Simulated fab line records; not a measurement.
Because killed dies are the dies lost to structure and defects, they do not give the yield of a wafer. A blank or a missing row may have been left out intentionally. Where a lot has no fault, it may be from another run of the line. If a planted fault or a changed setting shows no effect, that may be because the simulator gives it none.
Lot-split experiment -- flow berkeley-cmos170 -- 5 lots, 23 wafers read, on a route of 331 steps

== ON THE SPLIT ==
At UCB170_ACTIVE_COAT_08 (resist thk 900 nm), the setting spin-rpm was moved away from the recipe's 1500 rpm on 8 of the 23 wafers read, by +3.1% to +7.3%. This setting was run at the recipe's value on the other wafers.

== FROM THE SPLIT TO THE READING: what the file shows between them, 3 steps ==
- UCB170_ACTIVE_PEB_11 (also split here: peb-temp-c)
- UCB170_ACTIVE_DEVELOP_12: develop time 45 s
- UCB170_ACTIVE_CD_MEAS_13: target cd 1200 nm

== THE READING ==
KrF_of_ACTIVE_COAT_08.thk-nm (the simulator's own value, which no gauge read), in nm, at UCB170_ACTIVE_ETCH_15 (etches Si3N4 in CH3F/Ar/O2, stops on SiO2, target depth 242 nm, time 151 s). The file gives no usual value for it. Across the 15 wafers here that went through the recipe, the average is 726.2 nm and the standard deviation 2.7 nm.

wafer,"tool, chamber at the split","spin-rpm as run, rpm",against the recipe,"KrF_of_ACTIVE_COAT_08.thk-nm, nm",against lot-mates on the recipe
L080.1,"litho-track-02, 0",1500,recipe,726.3,-
L080.2,"litho-track-02, 0",1500,recipe,724.4,-
L080.5,"litho-track-02, 0",1500,recipe,724.3,-
L079.1,"litho-track-03, 0",1500,recipe,730.4,-
L079.2,"litho-track-03, 0",1500,recipe,727.9,-
L079.4,"litho-track-03, 0",1500,recipe,722.4,-
L079.5,"litho-track-03, 0",1557,+3.8%,712.1,-14.8
L079.6,"litho-track-03, 0",1557,+3.8%,711.7,-15.2
L082.1,"litho-track-03, 0",1602,+6.8%,693.4,-34.0
L082.2,"litho-track-03, 0",1602,+6.8%,693.6,-33.8
L082.3,"litho-track-03, 0",1500,recipe,725.5,-
L082.4,"litho-track-03, 0",1500,recipe,724.2,-
L082.5,"litho-track-03, 0",1500,recipe,732.4,-
L081.1,"litho-track-01, 0",1547,+3.1%,710.2,-16.7
L081.2,"litho-track-01, 0",1500,recipe,726,-
L081.4,"litho-track-01, 0",1500,recipe,727.7,-
L081.5,"litho-track-01, 0",1547,+3.1%,716.1,-10.8
L081.6,"litho-track-01, 0",1500,recipe,727.1,-
L084.1,"litho-track-03, 0",1609,+7.3%,693.4,-31.6
L084.2,"litho-track-03, 0",1609,+7.3%,690.4,-34.6
L084.3,"litho-track-03, 0",1500,recipe,727.1,-
L084.5,"litho-track-03, 0",1500,recipe,726.5,-
L084.6,"litho-track-03, 0",1500,recipe,721.5,-

FIT RESULTS
A straight line over all 23 wafers: KrF_of_ACTIVE_COAT_08.thk-nm changes by -4.65 nm for each +1% of spin-rpm; r = -0.98; the points scatter about the line by 2.8 nm.
The same after taking each lot's own level away (the mean of its wafers on the recipe; 23 wafers): -4.67 nm for each +1%; r = -0.98; scatter 2.6 nm.
That fit puts the effect of the largest move of spin-rpm on the reading at 34 nm.
The span of the lots' own levels, 725.00 to 727.37 nm, comes to 0.9 times the standard deviation stated above.
The two slopes agree, so the slope changes little with the lot-to-lot level.
Check: -34.3 nm against its lot-mates is what the line predicts for one of the wafers moved furthest among these (+7.3%) when that wafer is left out of the fit. It came out at -31.6 nm against them.

== THESE WAFERS: OTHER SPLITS ==
Note: prior to the reading, these wafers also went through further splits. Each is held against what the fit with the lots' levels taken away leaves over:
other split on the same wafers,wafers away from the commonest value,r with KrF_of_ACTIVE_COAT_08.thk-nm (lot level and that fit taken away)
UCB170_ZERO_COAT_01 spin-rpm,10,+0.00
UCB170_NWELL_CVD_04 nh3-flow-sccm,15,+0.24
UCB170_NWELL_ETCH_13 over-etch-frac,8,+0.08
UCB170_PWELL_OXIDATION_02 temp-c,18,-0.09
UCB170_PWELL_CVD_05 sih2cl2-flow-sccm,15,-0.09
UCB170_ACTIVE_PEB_11 peb-temp-c,8,-0.04

== THE WHOLE CHAIN: every reading that the file lists as answering this split, in the file's order ==
step,what it does,reading,change (the file's fit),r (the file's)
UCB170_ACTIVE_COAT_08,resist thk 900 nm,"KrF_of_ACTIVE_COAT_08.thk-nm (the simulator's own value, which no gauge read)",-4.33 nm for each +1% of the setting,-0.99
UCB170_ACTIVE_ETCH_15,"etches Si3N4 in CH3F/Ar/O2, stops on SiO2, target depth 242 nm, time 151 s","KrF_of_ACTIVE_COAT_08.thk-nm (the simulator's own value, which no gauge read)",-4.63 nm for each +1% of the setting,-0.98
UCB170_ACTIVE_STRIP_16,strips in O2,strip-time-to-endpoint-s,withheld for each +1% of the setting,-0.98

== FILE'S OWN FIT ==
KrF_of_ACTIVE_COAT_08.thk-nm changes by -4.63 nm for each +1% of spin-rpm, r = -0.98.
